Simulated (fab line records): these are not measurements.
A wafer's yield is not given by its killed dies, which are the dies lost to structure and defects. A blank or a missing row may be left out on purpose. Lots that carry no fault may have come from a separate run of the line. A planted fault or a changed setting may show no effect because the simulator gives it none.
The tool behind it: which one? :: flow ritCmos :: Sampling: 14 lots, 42 wafers, 6 of 202 route steps

## WHAT THE GAUGES READ, wafer by wafer
RIT_GATE_OVL_MEAS_17.
lot: L481
measured: day 2 20:11
on: overlay-01
GATE_OVL (nm): -1.9 -1.9 -0.7

lot: L483
measured: day 3 07:20
on: overlay-02
GATE_OVL (nm): -1.1 -0.8 -0.4

lot: L484
measured: day 3 11:37
on: overlay-01
GATE_OVL (nm): 0.3 -0.2 0.3

lot: L485
measured: day 3 19:43
on: overlay-01
GATE_OVL (nm): -1.5 -2.3 -1.9

lot: L486
measured: day 3 23:27
on: overlay-02
GATE_OVL (nm): -1.1 -2.8 0.6

lot: L487
measured: day 4 02:43
on: overlay-01
GATE_OVL (nm): -0.9 -0.2 -1.0

lot: L488
measured: day 4 09:01
on: overlay-01
GATE_OVL (nm): -2.4 -1.4 -0.9

lot: L489
measured: day 4 11:40
on: overlay-02
GATE_OVL (nm): 0.1 -0.5 -1.2

lot: L491
measured: day 4 18:48
on: overlay-02
GATE_OVL (nm): 0.2 -0.5 -1.4

lot: L492
measured: day 5 00:14
on: overlay-01
GATE_OVL (nm): -0.6 1.1 -0.1

lot: L496
measured: day 5 23:55
on: overlay-01
GATE_OVL (nm): -1.9 -2.1 -2.3

lot: L499
measured: day 6 14:07
on: overlay-01
GATE_OVL (nm): -1.0 -2.0 -0.6

lot: L502
measured: day 7 06:08
on: overlay-01
GATE_OVL (nm): -2.4 -3.1 -3.6

lot: L504
measured: day 7 22:39
on: overlay-01
GATE_OVL (nm): -1.5 -0.9 -0.4

RIT_GATE_CD_MEAS_90: target cd 150 nm.
lot: L481
measured: day 2 20:41
on: cdSem-01
cdNm (nm): 150.6 152.7 152.1

lot: L483
measured: day 3 07:49
on: cdSem-02
cdNm (nm): 147.0 145.8 145.3

lot: L484
measured: day 3 12:05
on: cdSem-02
cdNm (nm): 152.5 150.5 153.3

lot: L485
measured: day 3 20:11
on: cdSem-01
cdNm (nm): 147.0 148.2 146.4

lot: L486
measured: day 3 23:56
on: cdSem-02
cdNm (nm): 146.0 146.0 146.0

lot: L487
measured: day 4 03:11
on: cdSem-02
cdNm (nm): 153.7 154.3 152.6

lot: L488
measured: day 4 09:32
on: cdSem-01
cdNm (nm): 150.1 153.1 150.8

lot: L489
measured: day 4 12:08
on: cdSem-02
cdNm (nm): 151.0 152.1 152.2

lot: L491
measured: day 4 19:17
on: cdSem-02
cdNm (nm): 149.1 147.6 151.7

lot: L492
measured: day 5 00:44
on: cdSem-02
cdNm (nm): 151.9 152.2 153.4

lot: L496
measured: day 6 00:23
on: cdSem-02
cdNm (nm): 147.9 145.2 146.2

lot: L499
measured: day 6 14:47
on: cdSem-01
cdNm (nm): 151.8 150.0 151.9

lot: L502
measured: day 7 06:37
on: cdSem-02
cdNm (nm): 146.7 147.5 146.0

lot: L504
measured: day 7 23:08
on: cdSem-02
cdNm (nm): 150.4 149.9 151.7

RIT_PLDD_TW_MEAS_10.
lot: L481
measured: day 3 06:13
on: filmMetro-04
PLDD_TW: 2329 2340 2343

lot: L483
measured: day 3 14:36
on: filmMetro-02
PLDD_TW: 2311 2292 2298

lot: L484
measured: day 3 19:43
on: filmMetro-01
PLDD_TW: 2358 2350 2353

lot: L485
measured: day 4 03:13
on: filmMetro-01
PLDD_TW: 2366 2362 2355

lot: L486
measured: day 4 06:43
on: filmMetro-01
PLDD_TW: 2365 2360 2353

lot: L487
measured: day 4 11:45
on: filmMetro-02
PLDD_TW: 2307 2298 2309

lot: L488
measured: day 4 18:40
on: filmMetro-04
PLDD_TW: 2336 2341 2335

lot: L489
measured: day 4 19:04
on: filmMetro-04
PLDD_TW: 2330 2349 2340

lot: L491
measured: day 5 02:04
on: filmMetro-04
PLDD_TW: 2355 2349 2357

lot: L492
measured: day 5 08:43
on: filmMetro-01
PLDD_TW: 2360 2346 2358

lot: L496
measured: day 6 06:40
on: filmMetro-01
PLDD_TW: 2723 2738 2732

lot: L499
measured: day 6 22:55
on: filmMetro-04
PLDD_TW: 2697 2707 2688

lot: L502
measured: day 7 21:19
on: filmMetro-01
PLDD_TW: 2348 2355 2351

lot: L504
measured: day 8 05:48
on: filmMetro-04
PLDD_TW: 2327 2332 2325

RIT_SDANNEAL_RS_MEAS_06: a four-point-probe measurement.
lot: L481
measured: day 3 12:17
on: filmMetro-02
PLDD_RS (ohm/sq): 179.1 178.9 179.1

lot: L483
measured: day 3 20:56
on: filmMetro-01
PLDD_RS (ohm/sq): 178.9 179.6 178.8

lot: L484
measured: day 4 01:59
on: filmMetro-01
PLDD_RS (ohm/sq): 179.4 179.6 179.9

lot: L485
measured: day 4 09:29
on: filmMetro-04
PLDD_RS (ohm/sq): 178.3 178.6 178.4

lot: L486
measured: day 4 13:46
on: filmMetro-02
PLDD_RS (ohm/sq): 179.0 179.0 178.7

lot: L487
measured: day 4 18:08
on: filmMetro-01
PLDD_RS (ohm/sq): 179.8 179.6 179.3

lot: L488
measured: day 5 01:14
on: filmMetro-02
PLDD_RS (ohm/sq): 179.3 179.6 179.0

lot: L489
measured: day 5 01:38
on: filmMetro-04
PLDD_RS (ohm/sq): 179.6 179.5 179.4

lot: L491
measured: day 5 08:52
on: filmMetro-04
PLDD_RS (ohm/sq): 178.3 178.7 178.2

lot: L492
measured: day 5 14:53
on: filmMetro-01
PLDD_RS (ohm/sq): 179.1 179.2 178.4

lot: L496
measured: day 6 12:46
on: filmMetro-02
PLDD_RS (ohm/sq): 153.3 153.3 153.0

lot: L499
measured: day 7 07:56
on: filmMetro-02
PLDD_RS (ohm/sq): 153.1 152.8 152.8

lot: L502
measured: day 8 04:56
on: filmMetro-01
PLDD_RS (ohm/sq): 178.9 178.5 178.5

lot: L504
measured: day 8 12:04
on: filmMetro-01
PLDD_RS (ohm/sq): 179.0 179.5 179.5

## WHAT TOOL EACH LOT RAN ON (gives the tool, then ch and the chambers of the sampled wafers, and finally the start)
lot: L481
RIT_PLDD_IMPLANT_08: implanter-03 ch 0, day 3 05:54
RIT_SDANNEAL_RTA_03: rtpAnneal-02 ch 0, day 3 11:58

lot: L483
RIT_PLDD_IMPLANT_08: implanter-01 ch 0, day 3 14:17
RIT_SDANNEAL_RTA_03: rtpAnneal-02 ch 0, day 3 20:38

lot: L484
RIT_PLDD_IMPLANT_08: implanter-02 ch 0, day 3 19:24
RIT_SDANNEAL_RTA_03: rtpAnneal-01 ch 0, day 4 01:41

lot: L485
RIT_PLDD_IMPLANT_08: implanter-02 ch 0, day 4 02:54
RIT_SDANNEAL_RTA_03: rtpAnneal-02 ch 0, day 4 09:11

lot: L486
RIT_PLDD_IMPLANT_08: implanter-02 ch 0, day 4 06:25
RIT_SDANNEAL_RTA_03: rtpAnneal-01 ch 0, day 4 13:27

lot: L487
RIT_PLDD_IMPLANT_08: implanter-01 ch 0, day 4 11:26
RIT_SDANNEAL_RTA_03: rtpAnneal-02 ch 0, day 4 17:51

lot: L488
RIT_PLDD_IMPLANT_08: implanter-02 ch 0, day 4 18:21
RIT_SDANNEAL_RTA_03: rtpAnneal-01 ch 0, day 5 00:56

lot: L489
RIT_PLDD_IMPLANT_08: implanter-01 ch 0, day 4 18:46
RIT_SDANNEAL_RTA_03: rtpAnneal-02 ch 0, day 5 01:20

lot: L491
RIT_PLDD_IMPLANT_08: implanter-03 ch 0, day 5 01:47
RIT_SDANNEAL_RTA_03: rtpAnneal-02 ch 0, day 5 08:33

lot: L492
RIT_PLDD_IMPLANT_08: implanter-03 ch 0, day 5 08:25
RIT_SDANNEAL_RTA_03: rtpAnneal-01 ch 0, day 5 14:34

lot: L496
RIT_PLDD_IMPLANT_08: implanter-03 ch 0, day 6 06:20
RIT_SDANNEAL_RTA_03: rtpAnneal-01 ch 0, day 6 12:28

lot: L499
RIT_PLDD_IMPLANT_08: implanter-03 ch 0, day 6 22:35
RIT_SDANNEAL_RTA_03: rtpAnneal-01 ch 0, day 7 07:38

lot: L502
RIT_PLDD_IMPLANT_08: implanter-01 ch 0, day 7 21:00
RIT_SDANNEAL_RTA_03: rtpAnneal-02 ch 0, day 8 04:38

lot: L504
RIT_PLDD_IMPLANT_08: implanter-02 ch 0, day 8 05:29
RIT_SDANNEAL_RTA_03: rtpAnneal-01 ch 0, day 8 11:46
- RIT_PLDD_IMPLANT_08
- RIT_SDANNEAL_RTA_03: time 5 s.

## WHAT THE TOOLS THEMSELVES READ (means of the sampled wafers that have a number; where no wafer has one, the mark that the record gives instead)
RIT_PLDD_IMPLANT_08.
lot: L481
tool: implanter-03
doseIonsCm2: 9.003e+14
endStationPressureTorr (Torr): 7.3e-06
faradayCurrentUA: 2841

lot: L483
tool: implanter-01
doseIonsCm2: 9.003e+14
endStationPressureTorr (Torr): 7.1e-06
faradayCurrentUA: 2848

lot: L484
tool: implanter-02
doseIonsCm2: 9.014e+14
endStationPressureTorr (Torr): 7.2e-06
faradayCurrentUA: 2785

lot: L485
tool: implanter-02
doseIonsCm2: 9.002e+14
endStationPressureTorr (Torr): 7.3e-06
faradayCurrentUA: 2809

lot: L486
tool: implanter-02
doseIonsCm2: 8.993e+14
endStationPressureTorr (Torr): 7.2e-06
faradayCurrentUA: 2830

lot: L487
tool: implanter-01
doseIonsCm2: 9.004e+14
endStationPressureTorr (Torr): 7.2e-06
faradayCurrentUA: 2890

lot: L488
tool: implanter-02
doseIonsCm2: 9.003e+14
endStationPressureTorr (Torr): 7.0e-06
faradayCurrentUA: 2822

lot: L489
tool: implanter-01
doseIonsCm2: 8.999e+14
endStationPressureTorr (Torr): 7.2e-06
faradayCurrentUA: 2815

lot: L491
tool: implanter-03
doseIonsCm2: 8.995e+14
endStationPressureTorr (Torr): 7.0e-06
faradayCurrentUA: 2835

lot: L492
tool: implanter-03
doseIonsCm2: 9.007e+14
endStationPressureTorr (Torr): 7.5e-06
faradayCurrentUA: 2841

lot: L496
tool: implanter-03
doseIonsCm2: 1.710e+15
endStationPressureTorr (Torr): 9.1e-06
faradayCurrentUA: 5340

lot: L499
tool: implanter-03
doseIonsCm2: 1.710e+15
endStationPressureTorr (Torr): 9.1e-06
faradayCurrentUA: 5351

lot: L502
tool: implanter-01
doseIonsCm2: 9.011e+14
endStationPressureTorr (Torr): 7.5e-06
faradayCurrentUA: 2780

lot: L504
tool: implanter-02
doseIonsCm2: 8.991e+14
endStationPressureTorr (Torr): 7.2e-06
faradayCurrentUA: 2782

RIT_SDANNEAL_RTA_03.
lot: L481
tool: rtpAnneal-02
rampUpCPerS: 341.99
wafer_temp_C_max: 1053.2

lot: L483
tool: rtpAnneal-02
rampUpCPerS: 342.01
wafer_temp_C_max: 1053.0

lot: L484
tool: rtpAnneal-01
rampUpCPerS: 342.02
wafer_temp_C_max: 1053.0

lot: L485
tool: rtpAnneal-02
rampUpCPerS: 341.93
wafer_temp_C_max: 1053.5

lot: L486
tool: rtpAnneal-01
rampUpCPerS: 341.94
wafer_temp_C_max: 1052.8

lot: L487
tool: rtpAnneal-02
rampUpCPerS: 341.97
wafer_temp_C_max: 1053.6

lot: L488
tool: rtpAnneal-01
rampUpCPerS: 341.93
wafer_temp_C_max: 1053.3

lot: L489
tool: rtpAnneal-02
rampUpCPerS: 342.00
wafer_temp_C_max: 1053.7

lot: L491
tool: rtpAnneal-02
rampUpCPerS: 341.98
wafer_temp_C_max: 1053.7

lot: L492
tool: rtpAnneal-01
rampUpCPerS: 341.98
wafer_temp_C_max: 1053.4

lot: L496
tool: rtpAnneal-01
rampUpCPerS: 341.98
wafer_temp_C_max: 1053.2

lot: L499
tool: rtpAnneal-01
rampUpCPerS: 342.07
wafer_temp_C_max: 1053.8

lot: L502
tool: rtpAnneal-02
rampUpCPerS: 341.94
wafer_temp_C_max: 1053.0

lot: L504
tool: rtpAnneal-01
rampUpCPerS: 342.08
wafer_temp_C_max: 1054.0

## THE ANSWER, worked out from the rows above alone
Rule: what is usual is taken from the lots themselves. The widest of any qualifying gaps counts: lots, ordered by their means at a reading, are off when they make up no more than a third of the lots, leave a main group of 4 or more, and stand apart from it by 3 or more times the standard deviation of that group's means. A main group whose means are all the same, to the digits that the tables above print for the reading, isn't used. A lot without any number at a reading at which 4 lots or more have one is off too. Where the step has rows for the other lots, those lots are counted as sound. After the gauges, taken in route order, come the tools' own readings; for these a lot's mean is taken, as printed above. At the first step where some lot is off, the reading lying furthest off is the one used; lots without a number count as furthest.
Off: L496, L499, seen at RIT_PLDD_TW_MEAS_10 (PLDD_TW). The main group has a mean of 2340 with a standard deviation of 19.
If a tool, at a process step before that reading, ran all the lots that are off and no sound lot after the first of them, it fits. The gauges at RIT_PLDD_TW_MEAS_10 aren't tried: what is off there is off at RIT_SDANNEAL_RS_MEAS_06 too, on other tools, and a gauge's error can't cause that. One fits: RIT_PLDD_IMPLANT_08 on implanter-03. A fault onset in the window from L492 (day 5 08:25, its last sound lot) to L496 (day 6 06:20, its first lot off) fits.
The tool's own readings at RIT_PLDD_IMPLANT_08 bear it out: on the lots that are off they differ by more than 5 times the standard deviation of the sound lots' means. doseIonsCm2 reads 1.710e+15 there against 9.002e+14 on the sound lots; endStationPressureTorr reads 9.1e-06 Torr there against 7.2e-06 Torr on the sound lots; faradayCurrentUA reads 5346 there against 2823 on the sound lots.

## WHAT WAS PUT IN BY THE SIMULATOR
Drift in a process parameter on implanter-03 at RIT_PLDD_IMPLANT_08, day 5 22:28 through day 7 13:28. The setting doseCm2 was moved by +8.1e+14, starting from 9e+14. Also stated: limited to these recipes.
Lots struck among those shown: L496, L499. This agrees with what the rule above found.
